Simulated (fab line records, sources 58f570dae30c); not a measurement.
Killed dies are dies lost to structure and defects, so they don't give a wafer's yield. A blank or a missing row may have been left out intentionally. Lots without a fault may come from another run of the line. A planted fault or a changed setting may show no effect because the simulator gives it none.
One fault seen from 2 desks + flow berkeleyCmos170 + each desk has only its own numbers; what lay behind them comes last

METROLOGY DESK
What the gauges read, lot by lot, whatever tool the lot ran on: means of the sampled wafers that have a number. Marked OUT: a lot whose mean sits more than 4 standard deviations from the usual mean, which makes it out of limits; the brackets give that distance.
Columns: A = M1_AL_RS at UCB170_M1_RS_MEAS_01, usual 0.0484 ohm/sq; B = M1_AL_THK at UCB170_M1_THK_MEAS_02, usual 605 nm; C = cdNm at UCB170_M1_CD_MEAS_09, usual 699.4 nm; D = M1_OVL at UCB170_M1_OVL_MEAS_10, usual 1 nm
| lot  | first seen here | A      | B   | C     | D  |
|------|-----------------|--------|-----|-------|----|
| L268 | day 9 19:28     | 0.0486 | 607 | 698.6 | -1 |
| L270 | day 10 14:17    | 0.0484 | 609 | 698.0 | 1  |
| L273 | day 10 22:58    | 0.0475 | 616 | 700.0 | 3  |
| L274 | day 11 05:58    | 0.0478 | 612 | 699.6 | 3  |
| L276 | day 11 10:08    | 0.0484 | 607 | 697.3 | -1 |
| L281 | day 12 14:10    | 0.0479 | 609 | 698.1 | 1  |
| L282 | day 12 14:36    | 0.0482 | 604 | 699.6 | 4  |
This desk found nothing out of limits on any of the 7 lots.

FOR THE TOOL OWNER'S DESK: rieMetal-03
The tool's own readings at UCB170_M1_METAL_ETCH_12 (etches Al in Cl2/BCl3, stops on PSG, target depth 780 nm, time 130 s): means of the sampled wafers that have a number, for each lot that ran on this tool. Marked OUT: a lot whose mean sits more than 4 standard deviations from the usual mean, which makes it out of limits; the brackets give that distance.
Columns: A = drypumpMotorCurrentA at UCB170_M1_METAL_ETCH_12, usual 5.6 A; B = oesProductAu at UCB170_M1_METAL_ETCH_12, usual 0.862 a.u.; C = rfFwdPowerW at UCB170_M1_METAL_ETCH_12, usual 596.5 W; D = throttleValvePct at UCB170_M1_METAL_ETCH_12, usual 24.50 %
| lot  | first seen here | A   | B     | C               | D     |
|------|-----------------|-----|-------|-----------------|-------|
| L268 | day 9 22:07     | 5.1 | 0.879 | 598.1           | 24.57 |
| L273 | day 11 01:05    | 5.1 | 0.888 | 525.6 (-31) OUT | 24.55 |
| L274 | day 11 09:38    | 5.1 | 0.884 | 528.5 (-30) OUT | 24.55 |
| L276 | day 11 13:15    | 5.6 | 0.856 | 524.8 (-31) OUT | 24.73 |
This desk finds L273, L274, L276 out of limits, L273 being first, at day 11 01:05 (rfFwdPowerW at UCB170_M1_METAL_ETCH_12). L268 stayed within limits.

BROUGHT TOGETHER
The tool owner's desk had the chance to raise an alarm at day 11 01:05 on L273, L274, L276.
Nothing out of limits was seen by the metrology desk.
The metrology desk holds a record of L273, L274, L276, inside its limits.
UCB170_M1_METAL_ETCH_12 was run on rieMetal-03 by each of the lots named.

WHAT THE SIMULATOR PUT IN
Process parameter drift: rieMetal-03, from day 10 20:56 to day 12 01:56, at UCB170_M1_METAL_ETCH_12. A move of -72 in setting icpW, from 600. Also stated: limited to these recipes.
Struck lots among those shown: L273, L274, L276.
Hours from the fault's start to each desk's first reading out of limits: the tool owner's desk, 4.
